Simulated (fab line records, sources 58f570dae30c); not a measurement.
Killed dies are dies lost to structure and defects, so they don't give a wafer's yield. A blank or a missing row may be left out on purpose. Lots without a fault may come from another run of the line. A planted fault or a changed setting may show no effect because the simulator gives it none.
fab line records | flow berkeley_cmos170
record lots=6 wafers=18 last_day=14
route steps=331 shown PWELL@50 WELLDRIVE@55 ACTIVE@60
lots that met no fault: from a run of the same line without faults
start_h: hours from the record's first day to the start of the lot's first wafer shown | wait_h: hours since the lot's step before | " the same as in the row above | L1.1+2: a row that stands for several wafers | - no value, or no start given | * or withheld: withheld | < > ~ a bound
route shown NAME@n: a module of which the file shows steps, and the number in the route of the first | usual: mean/standard deviation of fault-free wafers | same: alike in all rows | chamber/n: place in a boat | sites: the reading at each site | _std_site: their standard deviation | _edge_site: outer sites' mean less inner sites' | radius_mm: how far each site lies from the wafer's centre | mask NAME#n: copy n | behind: the tool/chamber that last shaped the wafer | hold: why the lot was held/for how many hours/how that ended | device: the transistor (n, p or np) that didn't switch | end of line: the same wafers' tests at the end of the route | a step without rows: its recipe alone | killed: dies lost to structure and defects at the first sort, not the wafer's yield | map: a wafer's dies, x killed, . not, _ none there
set.NAME: the setting as run; set.NAME@STEP: as run at that earlier step | model.NAME: the simulator's own value behind a step, which no gauge read
lots at some steps of the route; a table a step, a row a wafer
services: from which hour (start_h, from the record's first day; less than 0 if before it) a tool's chamber was out of use, for how many hours, and why
## steps
# step UCB170_PWELL_STRIP_16
# recipe chemistry=O2 power_w=400 pressure_mtorr=3500 platen_temp_c=withheld o2_flow_sccm=400 overash_fraction=0.5
# usual chamber_pressure_mTorr=3500/3 drypump_motor_current_A=5.8/0.6 oes_product_au=0.721/0.0043 strip_time_to_endpoint_s=18.13/0.08
# columns lot.wafer tool chamber start_h wait_h chamber_pressure_mTorr drypump_motor_current_A oes_product_au rf_hours_counter_h strip_time_to_endpoint_s
L263.1 plasma_asher-01 0 69.23 0.1 3506 6.3 0.719 28 18.26
L263.2 " 1 " " 3507 5.2 0.718 28 18.14
L263.4 " 0 " " 3500 6.3 0.725 - 18.18
L264.4 plasma_asher-02 1 76.81 0.1 3507 6.5 0.724 - 18.10
L264.5 " 1 " " 3501 6.5 0.719 - 18.14
L264.6 " 0 " " 3500 5.7 0.717 - 18.26
L280.3 plasma_asher-03 0 153.04 0.1 3502 6.0 0.718 - 18.19
L280.4 " 1 " " 3499 4.8 0.714 - 18.15
L280.5 " 0 " " 3503 6.0 0.723 - 18.13
L279.1 plasma_asher-02 1 153.25 0.1 3495 6.5 0.720 44 18.01
L279.3 " 1 " " 3498 6.5 0.721 - 18.08
L279.5 " 0 " " 3505 5.8 0.725 - 18.05
L283.2 plasma_asher-01 0 174.75 0.1 3502 6.3 0.723 41 18.10
L283.5 " 1 " " 3501 5.2 0.724 - 18.14
L283.6 " 0 " " 3502 6.3 0.726 - 18.05
L284.1 plasma_asher-03 0 174.90 0.1 3503 6.0 0.718 42 18.18
L284.3 " 1 " " 3501 4.8 0.723 - 18.18
L284.5 " 1 " " 3503 4.8 0.719 - 18.21
# step UCB170_PWELL_TW_MEAS_17
# usual PWELL_TW=379/3.4
# columns lot.wafer tool chamber start_h wait_h PWELL_TW
L263.1 film_metro-01 - 69.33 0.1 381
L263.2 " - " " 378
L263.4 " - " " 380
L264.4 film_metro-01 - 76.91 0.1 380
L264.5 " - " " 381
L264.6 " - " " 382
L280.3 film_metro-04 - 153.13 0.1 374
L280.4 " - " " 374
L280.5 " - " " 377
L279.1 film_metro-01 - 153.35 0.1 381
L279.3 " - " " 379
L279.5 " - " " 378
L283.2 film_metro-04 - 174.86 0.1 373
L283.5 " - " " 373
L283.6 " - " " 374
L284.1 film_metro-03 - 175.00 0.1 381
L284.3 " - " " 381
L284.5 " - " " 382
# step UCB170_PWELL_CLEAN_18
# recipe chemistry=SPM temp_c=120 time_s=600
# step UCB170_PWELL_WET_ETCH_19
# recipe chemistry=H3PO4 target=Si3N4 temp_c=160 time_s=14400
# step UCB170_PWELL_WET_ETCH_20
# recipe chemistry=BOE dilution=5:1 target=SiO2 temp_c=25 time_s=22
# step UCB170_WELLDRIVE_CLEAN_00
# recipe chemistry=SPM temp_c=120 time_s=600
# step UCB170_WELLDRIVE_OXIDATION_01
# recipe temp_c=1110 ambient=O2 target_thk_a=1990 ox_time_s=9000
# step UCB170_WELLDRIVE_THK_MEAS_02
# recipe reads=SiO2_of_WELLDRIVE_OXIDATION_01
# usual WELLDRIVE_OXIDE_THK=209/4.1
# columns lot.wafer tool chamber start_h wait_h WELLDRIVE_OXIDE_THK[nm]
L263.1 film_metro-01 - 80.81 0.0 205
L263.2 " - " " 202
L263.4 " - " " 205
L264.4 film_metro-02 - 89.16 0.0 207
L264.5 " - " " 203
L264.6 " - " " 202
L279.1 film_metro-01 - 168.40 0.0 214
L279.3 " - " " 212
L279.5 " - " " 212
L280.3 film_metro-04 - 168.42 0.0 213
L280.4 " - " " 210
L280.5 " - " " 211
L284.1 film_metro-02 - 190.37 0.0 210
L284.3 " - " " 209
L284.5 " - " " 210
L283.2 film_metro-01 - 190.38 0.0 206
L283.5 " - " " 208
L283.6 " - " " 208
# step UCB170_WELLDRIVE_ANNEAL_03
# recipe temp_c=1100 time_s=900 ambient=N2
# step UCB170_WELLDRIVE_WET_ETCH_04
# recipe chemistry=BOE dilution=5:1 target=SiO2 temp_c=25 time_s=120
# step UCB170_ACTIVE_CLEAN_00
# recipe chemistry=SPM temp_c=120 time_s=600
# step UCB170_ACTIVE_CLEAN_01
# recipe chemistry=dHF dilution=25:1 time_s=60
# step UCB170_ACTIVE_OXIDATION_02
# recipe temp_c=1000 ambient=O2 target_thk_a=264 ox_time_s=1260
# usual ox_temp_c=999.9/0.4 ox_temp_c_max=1002.8/0.76 zone_power_load_pct=34.9/1.4
# columns lot.wafer tool chamber start_h wait_h ox_temp_c ox_temp_c_max zone_power_load_pct
L263.1 furnace-04 0 91.16 5.1 1000.5 1003.1 33.4
L263.2 " 0 " " 999.6 1002.1 33.2
L263.4 " 0 " " 1000.1 1003.0 33.8
L264.4 furnace-04 0 99.03 3.7 999.5 1002.1 34.1
L264.5 " 0 " " 999.6 1002.1 34.1
L264.6 " 0 " " 999.7 1002.5 33.3
L279.1 furnace-04 - 180.71 4.4 - - -
L279.3 " - " " - - -
L279.5 " - " " - - -
L280.3 furnace-04 - 180.71 4.4 - - -
L280.4 " - " " - - -
L280.5 " - " " - - -
L283.2 furnace-01 0 199.98 2.5 1000.2 1003.5 34.9
L283.5 " 0 " " 1000.3 1003.1 34.9
L283.6 " 0 " " 1000.1 1002.4 35.3
L284.1 furnace-01 0 199.98 2.5 1000.3 1002.8 35.3
L284.3 " 0 " " 1000.0 1002.0 35.0
L284.5 " 0 " " 1000.7 1003.3 34.5
# step UCB170_ACTIVE_ANNEAL_04
# recipe temp_c=1000 time_s=900 ambient=N2
## services
# columns tool chamber start_h hours kind
plasma_asher-02 - 54.22 1.2 repair
furnace-04 - 56.74 8.4 pm
furnace-04 - 65.14 3.0 pm
plasma_asher-02 - 83.79 7.9 repair
plasma_asher-03 - 90.93 17.6 repair
plasma_asher-01 - 105.83 2.8 pm
plasma_asher-03 - 141.84 2.1 repair
furnace-04 - 144.85 3.3 pm
plasma_asher-03 - 157.27 2.8 pm
furnace-04 - 195.41 2.4 pm
## key
first_sign step=UCB170_ACTIVE_OXIDATION_02 reading=tool_record direction=missing
effect none on later readings
met_at UCB170_ACTIVE_OXIDATION_02
struck_wafers L279.1,L279.3,L279.5,L280.3,L280.4,L280.5
later_rows_left_out L279.1,L279.3,L279.5,L280.3,L280.4,L280.5
sort_left_out L279.1,L279.3,L279.5,L280.3,L280.4,L280.5
tester_left_out L279,L280
onset_between 99.03 180.71
fault kind=skipped_step_whole tool=furnace-04 chamber=- onset_h=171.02 steps=UCB170_ACTIVE_OXIDATION_02 scope=struck_lots_only
# tester_left_out: of these lots the tester's yield and bins aren't shown, on N5 and GAA mostly nor the transistor test; their killed dies are dies lost to structure and defects alone, not to doping, threshold or leakage, so they don't give the yield
# sort_left_out: the simulated sort isn't trusted on such a fault, so these wafers' sort isn't shown, and their yield isn't known
# later_rows_left_out: the simulator's readings of these wafers behind a module that went badly wrong aren't trusted and aren't shown, but for the sort
